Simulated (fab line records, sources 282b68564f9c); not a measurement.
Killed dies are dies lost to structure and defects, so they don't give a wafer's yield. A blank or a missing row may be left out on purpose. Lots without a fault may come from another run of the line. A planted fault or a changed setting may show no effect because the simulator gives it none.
Tool commonality check | flow rit_cmos | 13 lots, 39 wafers sampled

WHY IT WAS OPENED
At RIT_CONTACT_CD_MEAS_08 the reading cd_nm is flagged on 1 of 13 lots. Wafers without a fault read 999.8 nm, standard deviation 2.2.
Rule: a lot is flagged when every wafer of it that has a number lies more than 4 standard deviations from that mean, or none has a number. The other lots count as sound.

lot  | measured    | on        | cd_nm (nm), wafer by wafer | flag
L415 | day 3 12:43 | cd_sem-01 | 998.8 1001.7 1001.6        |
L416 | day 3 19:56 | cd_sem-01 | 1001.2 1002.0 1002.0       |
L418 | day 4 05:32 | cd_sem-02 | 1004.6 1003.2 1004.9       |
L419 | day 4 08:52 | cd_sem-02 | 999.2 999.6 996.1          |
L420 | day 4 18:17 | cd_sem-01 | 1153.1 1154.0 1150.3       | FLAGGED
L428 | day 6 07:48 | cd_sem-01 | 1000.4 1002.7 1001.3       |
L429 | day 6 13:05 | cd_sem-01 | 997.9 998.4 998.8          |
L430 | day 6 19:16 | cd_sem-01 | 1000.1 999.2 1000.1        |
L433 | day 7 08:59 | cd_sem-01 | 998.0 999.6 998.0          |
L434 | day 7 12:14 | cd_sem-02 | 999.2 999.0 1001.4         |
L435 | day 7 14:34 | cd_sem-02 | 1000.2 1002.4 1000.4       |
L436 | day 7 20:04 | cd_sem-02 | 997.5 998.7 996.2          |
L437 | day 8 03:01 | cd_sem-02 | 1002.7 1001.2 1001.8       |
The numbers of the flagged lots are 1152.5 nm on average: +152.7 nm against the usual, or +69 standard deviations.

WHICH TOOL RAN EACH LOT
The record holds 1 process step before the reading, out of a route of 202 steps. In each cell: the tool, then ch and the chambers that the sampled wafers went through, then the start.
lot  | flag    | RIT_CONTACT_EXPOSE_05
L415 |         | iline_stepper-01 ch 0, day 3 12:12
L416 |         | iline_stepper-02 ch 0, day 3 19:25
L418 |         | iline_stepper-01 ch 0, day 4 05:01
L419 |         | iline_stepper-01 ch 0, day 4 08:21
L420 | FLAGGED | iline_stepper-01 ch 0, day 4 17:46
L428 |         | iline_stepper-02 ch 0, day 6 07:17
L429 |         | iline_stepper-01 ch 0, day 6 12:34
L430 |         | iline_stepper-01 ch 0, day 6 18:46
L433 |         | iline_stepper-01 ch 0, day 7 08:28
L434 |         | iline_stepper-01 ch 0, day 7 11:43
L435 |         | iline_stepper-01 ch 0, day 7 14:02
L436 |         | iline_stepper-02 ch 0, day 7 19:33
L437 |         | iline_stepper-01 ch 0, day 8 02:29
What these steps do:
- RIT_CONTACT_EXPOSE_05: exposes mask M11, target cd 1000 nm.
- RIT_CONTACT_CD_MEAS_08: target cd 1000 nm.

FLAGGED OVER TOTAL, TOOL BY TOOL (the gauges that took the reading come last)
step                   | tool             | lots run | flagged | share of the flagged lots | sound lots run after its first flagged lot
RIT_CONTACT_EXPOSE_05  | iline_stepper-01 | 10       | 1       | all                       | 6 (L429,L430,L433,L434,L435,L437)
RIT_CONTACT_EXPOSE_05  | iline_stepper-02 | 3        | 0       | none                      | -
RIT_CONTACT_CD_MEAS_08 | cd_sem-01        | 7        | 1       | all                       | 4 (L428,L429,L430,L433)
RIT_CONTACT_CD_MEAS_08 | cd_sem-02        | 6        | 0       | none                      | -

WHAT THE TABLE ALLOWS
2 rows of the table ran every flagged lot: iline_stepper-01 at RIT_CONTACT_EXPOSE_05, cd_sem-01 at RIT_CONTACT_CD_MEAS_08.
- iline_stepper-01 at RIT_CONTACT_EXPOSE_05: 1 of its 10 lots flagged. Sound lots ran on it after the first flagged one (L429, L430, L433, L434, L435, L437), which a lasting fault on the whole tool wouldn't allow.
- cd_sem-01 at RIT_CONTACT_CD_MEAS_08: 1 of its 7 lots flagged. Sound lots ran on it after the first flagged one (L428, L429, L430, L433), which a lasting fault on the whole tool wouldn't allow.
No row of the table ran every flagged lot and no sound lot after the first.

WHAT THE SIMULATOR HAD PUT IN
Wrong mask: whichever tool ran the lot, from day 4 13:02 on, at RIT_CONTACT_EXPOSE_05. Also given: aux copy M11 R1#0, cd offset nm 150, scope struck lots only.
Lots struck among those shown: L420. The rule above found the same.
